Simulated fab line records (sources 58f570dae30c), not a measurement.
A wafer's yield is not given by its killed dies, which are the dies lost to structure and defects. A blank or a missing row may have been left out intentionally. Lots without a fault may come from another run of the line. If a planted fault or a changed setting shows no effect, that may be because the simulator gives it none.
Matching of chambers + flow berkeley cmos170 + UCB170_V1_CMP_02 on cmp-02: 4 sister chambers
The step polishes SiO2. 4 wafers are shown with their chamber, then 8 later ones without.

## WAFERS PAIRED WITH THEIR CHAMBERS
| wafer  | chamber | motor current A (A) |
|--------|---------|---------------------|
| L228.3 | 3       | 18.4                |
| L229.4 | 1       | 17.0                |
| L229.6 | 0       | 20.7                |
| L233.2 | 2       | 14.6                |

## WAFERS MISSING THEIR CHAMBER
| wafer  | motor current A (A) |
|--------|---------------------|
| L233.4 | 17.8                |
| L233.6 | 13.3                |
| L232.1 | 17.4                |
| L232.4 | 14.1                |
| L232.5 | 16.9                |
| L234.4 | 19.9                |
| L234.5 | 17.1                |
| L234.6 | 14.1                |

## WHICH CHAMBER EACH ONE RAN IN
| wafer  | from the rows above     | in truth |
|--------|-------------------------|----------|
| L233.4 | can't be placed: 3 or 1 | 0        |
| L233.6 | 2                       | 2        |
| L232.1 | can't be placed: 1 or 3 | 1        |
| L232.4 | 2                       | 2        |
| L232.5 | 1                       | 1        |
| L234.4 | can't be placed: 0 or 3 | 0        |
| L234.5 | can't be placed: 1 or 3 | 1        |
| L234.6 | 2                       | 2        |
Correctly placed: 4 of 8. Can't be placed from these rows: 4 (the true chamber is among the candidates in 3). 0 placed wrongly.
How it was worked out, from the rows above alone: a wafer's distance from a chamber is the root of the sum, over the readings, of the square of ((its reading less the chamber's mean) divided by the reading's scatter). The wafer belongs to the nearest chamber; if the next one is less than 2 further off, it can't be placed. The mean given for a chamber averages the wafers shown for that chamber. The scatter: root of mean squared gap, hidden wafer to nearest shown wafer, with one shown wafer a chamber.
